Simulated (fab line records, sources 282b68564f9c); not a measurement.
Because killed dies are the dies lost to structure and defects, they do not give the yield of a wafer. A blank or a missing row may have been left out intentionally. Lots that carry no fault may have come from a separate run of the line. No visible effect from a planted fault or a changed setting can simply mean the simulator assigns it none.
Split-lot trial | flow rit-cmos | route with 202 steps; 5 lots, 23 wafers read

== THE SPLIT ==
At RIT_SILICIDE_SPUTTER_01 (material Ti, target thk 30 nm, time 240 s), the setting time-s was moved away from the recipe's 240 s on 10 of the 23 wafers read, by -13.9% to +4.2%. This setting was run at the recipe's value on the other wafers.

== THE PATH FROM SPLIT TO READING: the file shows 1 step between them ==
- RIT_SILICIDE_RS_MEAS_02: measures by four-point-probe

== THE READING ==
SILICIDE_TI_THK, in nm, at RIT_SILICIDE_THK_MEAS_03 (measures by xrf). A value of 29.62 nm with a standard deviation of 0.23 nm is what fault-free wafers of this fab line usually give.

wafer  | tool, chamber at the split | time-s as run, s | against the recipe | SILICIDE_TI_THK, nm | against lot-mates on the recipe
L074.1 | pvd-sputter-02, -          | 230.7            | -3.9%              | 28.45               | -0.88
L074.2 | pvd-sputter-02, -          | 230.7            | -3.9%              | 27.99               | -1.34
L074.3 | pvd-sputter-02, -          | 240              | recipe             | 29.34               | -
L074.4 | pvd-sputter-02, -          | 240              | recipe             | 29.24               | -
L074.6 | pvd-sputter-02, -          | 240              | recipe             | 29.41               | -
L075.1 | pvd-sputter-04, -          | 250              | +4.2%              | 30.85               | +0.97
L075.2 | pvd-sputter-04, -          | 240              | recipe             | 30.00               | -
L075.4 | pvd-sputter-04, -          | 250              | +4.2%              | 30.87               | +0.99
L075.5 | pvd-sputter-04, -          | 240              | recipe             | 29.77               | -
L075.6 | pvd-sputter-04, -          | 250              | +4.2%              | 30.55               | +0.67
L078.1 | pvd-sputter-02, -          | 240              | recipe             | 29.63               | -
L078.3 | pvd-sputter-02, -          | 240              | recipe             | 30.11               | -
L078.4 | pvd-sputter-02, -          | 240              | recipe             | 29.72               | -
L080.1 | pvd-sputter-02, -          | 219.8            | -8.4%              | 26.85               | -2.59
L080.2 | pvd-sputter-02, -          | 219.8            | -8.4%              | 27.02               | -2.42
L080.3 | pvd-sputter-02, -          | 240              | recipe             | 29.32               | -
L080.4 | pvd-sputter-02, -          | 240              | recipe             | 29.61               | -
L080.6 | pvd-sputter-02, -          | 240              | recipe             | 29.39               | -
L084.1 | pvd-sputter-02, -          | 206.7            | -13.9%             | 25.09               | -4.41
L084.2 | pvd-sputter-02, -          | 206.7            | -13.9%             | 25.33               | -4.18
L084.3 | pvd-sputter-02, -          | 240              | recipe             | 29.31               | -
L084.4 | pvd-sputter-02, -          | 240              | recipe             | 29.70               | -
L084.5 | pvd-sputter-02, -          | 206.7            | -13.9%             | 25.54               | -3.96

THE FIT
A straight line over all 23 wafers: SILICIDE_TI_THK changes by +0.306 nm for each +1% of time-s; r = +0.99; the points scatter about the line by 0.25 nm.
The same after taking each lot's own level away (the mean of its wafers on the recipe; 23 wafers): +0.29 nm for each +1%; r = +0.99; scatter 0.21 nm.
Per that fit: largest time-s move, reading shift of 4 nm.
The span of the lots' own levels, 29.330 to 29.885 nm, comes to 2.4 times the standard deviation stated above.
The two slopes are in agreement: the lot-to-lot level therefore moves the slope only a little.
Check: for one of the wafers moved furthest among these (-13.9%), held out of the fit, the line's prediction against its lot-mates is -3.99 nm. Against them it came out at -4.41 nm.

== ADDITIONAL SPLITS CARRIED BY THESE WAFERS ==
Before the reading, these wafers also passed through other splits. Each is held against what the fit with the lots' levels taken away leaves over:
other split on the same wafers | wafers away from the commonest value | r with SILICIDE_TI_THK (lot level and that fit taken away)
RIT_SPACER_ETCHBACK_05 time-s  | 7                                    | +0.19
RIT_PSD_IMPLANT_08 energy-kev  | 10                                   | -0.13

== THE WHOLE CHAIN: every reading that the file lists as answering this split, in the file's order ==
step                     | what it does                              | reading                                                                           | change (the file's fit)               | r (the file's)
RIT_SILICIDE_SPUTTER_01  | material Ti, target thk 30 nm, time 240 s | Ti_of_SILICIDE_SPUTTER_01.thk-nm (the simulator's own value, which no gauge read) | +0.299 nm for each +1% of the setting | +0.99
RIT_SILICIDE_RS_MEAS_02  | measures by four-point-probe              | SILICIDE_TI_RS                                                                    | -0.71 for each +1% of the setting     | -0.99
RIT_SILICIDE_THK_MEAS_03 | measures by xrf                           | SILICIDE_TI_THK                                                                   | +0.294 for each +1% of the setting    | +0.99

== FILE'S OWN FIT ==
SILICIDE_TI_THK changes by +0.294 nm for each +1% of time-s, r = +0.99.
